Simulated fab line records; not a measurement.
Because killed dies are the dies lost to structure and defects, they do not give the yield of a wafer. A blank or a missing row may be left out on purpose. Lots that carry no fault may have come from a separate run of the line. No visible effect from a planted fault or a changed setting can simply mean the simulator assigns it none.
One fault through the eyes of 2 desks ; flow berkeleyCmos170 ; each desk has only its own numbers; what lay behind them comes last

## METROLOGY DESK
Lot by lot, what the gauges showed, no matter which tool ran the lot: averages of those sampled wafers that carry a number. If a lot's mean is further than 4 standard deviations from the usual mean, the lot is out of limits and carries the mark OUT (the distance appears in the brackets).
Columns: A = cdNm at UCB170_M2_CD_MEAS_90, usual 699.2 nm
lot;first seen here;A
L480;day 7 17:01;700.2
L481;day 8 08:46;699.0
L485;day 9 00:56;699.4
L483;day 9 01:14;702.0
L486;day 9 06:47;700.3
L496;day 11 00:44;699.1
L498;day 11 13:36;699.7
L499;day 12 01:13;697.9
L500;day 12 01:17;698.7
L501;day 12 01:43;697.9
L502;day 12 02:55;698.2
L503;day 12 07:49;697.5
This desk found nothing out of limits on any of the 12 lots.

## DESK OF THE TOOL OWNER: rieMetal-02
The tool's own readings at UCB170_M2_METAL_ETCH_18 (etches Al in Cl2/BCl3, stops on SiO2, target depth 1170 nm, time 195 s): means of the sampled wafers that have a number, for each lot that ran on this tool. If a lot's mean is further than 4 standard deviations from the usual mean, the lot is out of limits and carries the mark OUT (the distance appears in the brackets).
Columns: A = bcl3FlowSccm at UCB170_M2_METAL_ETCH_18, usual 45.01 sccm; B = biasW at UCB170_M2_METAL_ETCH_18, usual 120.0 W; C = drypumpMotorCurrentA at UCB170_M2_METAL_ETCH_18, usual 5.39 A; D = oesProductAu at UCB170_M2_METAL_ETCH_18, usual 0.858 a.u.; E = throttleValvePct at UCB170_M2_METAL_ETCH_18, usual 24.37 %
lot;first seen here;A;B;C;D;E
L481;day 8 08:28;45.01;119.9;5.35;0.866;24.39
L496;day 11 00:28;45.02;120.1;5.21;0.864;24.35
L501;day 12 01:17;44.83;120.6;5.44;0.867;24.44
L503;day 12 07:31;44.97;120.1;5.44;0.857;24.44
This desk found nothing out of limits on any of the 4 lots.

## TAKEN TOGETHER
From the metrology desk's view, nothing was out of limits.
The tool owner's desk saw nothing out of limits.

## WHAT THE SIMULATOR PUT IN
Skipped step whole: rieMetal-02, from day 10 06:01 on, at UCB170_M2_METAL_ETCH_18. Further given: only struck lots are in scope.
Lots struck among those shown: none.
